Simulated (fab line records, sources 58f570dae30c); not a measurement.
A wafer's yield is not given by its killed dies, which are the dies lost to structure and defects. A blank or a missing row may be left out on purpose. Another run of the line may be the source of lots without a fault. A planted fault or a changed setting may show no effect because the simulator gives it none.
Which tool is to blame? + flow berkeleyCmos170 + 45 wafers sampled from 15 lots at 1 step of a route of 331

WHAT EACH GAUGE READ, for each wafer
Not one reading of a measure or inspect step in the record can be checked against a usual standard deviation.

WHAT TOOL EACH LOT RAN ON (gives the tool, then ch and the chambers of the sampled wafers, and finally the start)
| lot  | UCB170_SPACER_ETCHBACK_03         |
|------|-----------------------------------|
| L275 | rieDiel-01 ch 0,2,3, day 7 23:27  |
| L276 | rieDiel-02 ch 1,2,3, day 8 14:19  |
| L280 | rieDiel-01 ch 0,1,2, day 9 03:15  |
| L281 | rieDiel-02 ch 0,1,2, day 9 15:19  |
| L282 | rieDiel-03 ch 0,1,3, day 9 15:19  |
| L283 | rieDiel-01 ch 0,2,3, day 9 15:19  |
| L285 | rieDiel-03 ch 0,3, day 9 22:55    |
| L286 | rieDiel-02 ch 0,1, day 10 06:13   |
| L291 | rieDiel-03 ch 0,1, day 10 22:16   |
| L290 | rieDiel-03 ch 0,3, day 10 22:20   |
| L292 | rieDiel-03 ch 0,1,3, day 11 03:37 |
| L293 | rieDiel-01 ch 1,2,3, day 11 03:37 |
| L294 | rieDiel-02 ch 0,1,2, day 12 01:59 |
| L297 | rieDiel-02 ch 0,1, day 12 11:56   |
| L298 | rieDiel-01 ch 1,2, day 12 11:56   |
- UCB170_SPACER_ETCHBACK_03: etches SiO2 in CHF3/CF4/Ar, stops on Si, target depth 376 nm, time 100 s.

AS READ BY THE TOOLS THEMSELVES (means over the sampled wafers that have a number; for cases with no such wafer, the mark the record gives instead)
UCB170_SPACER_ETCHBACK_03. Usual: drypumpMotorCurrentA 5.5 A, standard deviation 0.43; oesProductAu 0.901 a.u., standard deviation 0.016; runLengthS 128.2 s, standard deviation 0.46; throttleValvePct 6.51 %, standard deviation 0.094.
| lot  | tool       | drypumpMotorCurrentA (A) | oesProductAu (a.u.) | runLengthS (s) | throttleValvePct (%) | flag |
|------|------------|--------------------------|---------------------|----------------|----------------------|------|
| L275 | rieDiel-01 | 5.1                      | 0.900               | 128.3          | 6.43                 |      |
| L276 | rieDiel-02 | 5.4                      | 0.899               | 128.4          | 6.55                 |      |
| L280 | rieDiel-01 | 5.2                      | 0.896               | 127.9          | 6.50                 |      |
| L281 | rieDiel-02 | 5.7                      | 0.904               | 128.4          | 6.52                 |      |
| L282 | rieDiel-03 | 5.9                      | 0.901               | 128.4          | 6.53                 |      |
| L283 | rieDiel-01 | 5.1                      | 0.897               | 128.6          | 6.43                 |      |
| L285 | rieDiel-03 | 5.8                      | 0.897               | 128.8          | 6.48                 |      |
| L286 | rieDiel-02 | 5.7                      | 0.899               | 128.1          | 6.48                 |      |
| L291 | rieDiel-03 | 6.0                      | 0.794               | 154.6          | 6.58                 | OFF  |
| L290 | rieDiel-03 | 5.8                      | 0.702               | 182.0          | 6.46                 | OFF  |
| L292 | rieDiel-03 | 5.9                      | 0.795               | 155.2          | 6.51                 | OFF  |
| L293 | rieDiel-01 | 5.2                      | 0.889               | 127.9          | 6.54                 |      |
| L294 | rieDiel-02 | 5.7                      | 0.909               | 128.2          | 6.51                 |      |
| L297 | rieDiel-02 | 6.0                      | 0.909               | 128.3          | 6.46                 |      |
| L298 | rieDiel-01 | 5.3                      | 0.890               | 127.6          | 6.60                 |      |

THE ANSWER, worked out from the rows above alone
Rule: a lot is off if the mean of its wafers that have a number lies more than 3 standard deviations from the usual mean. Also off: a lot with no number at a reading for which 4 or more lots have one. Any other lot the step has rows for is counted as sound. Order of review: gauges by route order, followed by the tools' own readings, for which a lot's mean as printed above is used. The first step at which some lot is off is used, and at that step the reading that is off furthest; a lot without a number counts as furthest.
Off, at UCB170_SPACER_ETCHBACK_03 on runLengthS: L291, L290, L292.
If a tool, at that step or one of the process steps before it, ran each lot that is off and ran no sound lot following the first of them, it fits. One fits: UCB170_SPACER_ETCHBACK_03 on rieDiel-03. A fault onset in the window from L285 (day 9 22:55, its last sound lot) to L291 (day 10 22:16, its first lot off) fits.
The tool's own readings at UCB170_SPACER_ETCHBACK_03 bear it out: on the lots that are off they differ by more than 5 times the standard deviation of the sound lots' means. oesProductAu reads 0.764 a.u. there against 0.899 a.u. on the sound lots; runLengthS reads 163.9 s there against 128.2 s on the sound lots.

WHAT THE SIMULATOR HAD INSERTED
rieDiel-03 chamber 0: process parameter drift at UCB170_SPACER_ETCHBACK_03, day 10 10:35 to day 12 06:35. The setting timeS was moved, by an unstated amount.
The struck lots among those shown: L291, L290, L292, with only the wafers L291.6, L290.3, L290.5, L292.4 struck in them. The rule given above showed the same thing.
